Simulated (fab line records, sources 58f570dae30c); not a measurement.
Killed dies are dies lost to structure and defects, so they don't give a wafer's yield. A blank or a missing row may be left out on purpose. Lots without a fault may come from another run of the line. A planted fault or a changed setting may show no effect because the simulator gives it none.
One fault seen from 2 desks | flow berkeley_cmos170 | each desk has only its own numbers; what lay behind them comes last

THE METROLOGY DESK
What the gauges read, lot by lot, whatever tool the lot ran on: means of the sampled wafers that have a number. A lot is out of limits, marked OUT, if its mean lies more than 4 standard deviations from the usual mean; the brackets give that distance.
Columns: A = ACTIVE_OXIDE_THK at UCB170_ACTIVE_THK_MEAS_03, usual 26.5 nm; B = GATE_OXIDE_THK at UCB170_GATE_THK_MEAS_02, usual 6.62 nm
lot  | first seen here | A    | B
L431 | day 4 21:35     | 26.7 | 6.59
L432 | day 4 21:37     | 26.8 | 6.65
L434 | day 5 08:05     | 26.7 | 6.65
L433 | day 5 08:06     | 25.9 | 6.55
L435 | day 5 14:17     | 26.4 | 6.86
L436 | day 5 14:19     | 26.5 | 6.44
L439 | day 6 08:34     | 27.0 | 6.43
L438 | day 6 08:35     | 27.6 | 6.66
L442 | day 6 15:46     | 26.2 | 6.82
L441 | day 6 15:49     | 26.3 | 6.58
L443 | day 7 11:54     | 25.5 | 6.75
L444 | day 7 11:55     | 26.9 | 6.59
L451 | day 9 00:26     | 25.9 | 6.69
This desk's finding: nothing out of limits on any of the 13 lots.

THE TOOL OWNER'S DESK: krf_scanner-01
The tool's own readings at UCB170_PLDD_EXPOSE_03 (exposes mask PSELECT, target cd 1200 nm): means of the sampled wafers that have a number, for each lot that ran on this tool. A lot is out of limits, marked OUT, if its mean lies more than 4 standard deviations from the usual mean; the brackets give that distance.
Columns: A = exposure_dose_mJ_cm2 at UCB170_PLDD_EXPOSE_03, usual 30.00
lot  | first seen here | A
L431 | day 7 20:25     | 29.97
L433 | day 8 03:08     | 30.02
L434 | day 8 03:14     | 29.97
L435 | day 8 12:42     | 30.00
L442 | day 9 15:26     | 30.05
L443 | day 10 05:13    | 30.00
L451 | day 11 16:35    | 29.70 (-10) OUT
This desk's finding: out of limits on L451; first on L451, day 11 16:35 (exposure_dose_mJ_cm2 at UCB170_PLDD_EXPOSE_03). In limits: L431, L433, L434, L435, L442, L443.

PUT TOGETHER
The tool owner's desk could have raised an alarm at day 11 16:35, on L451.
The metrology desk saw nothing out of limits.
The metrology desk has L451 on record, within its limits.
Of the lots named, all ran UCB170_PLDD_EXPOSE_03 on krf_scanner-01.

WHAT THE SIMULATOR HAD PUT IN
Process parameter drift: krf_scanner-01, from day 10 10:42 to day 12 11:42, at UCB170_PLDD_EXPOSE_03. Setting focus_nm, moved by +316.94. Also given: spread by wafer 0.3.
Lots struck among those shown: L451.
Hours from the fault's start to each desk's first reading out of limits: the tool owner's desk, 30.
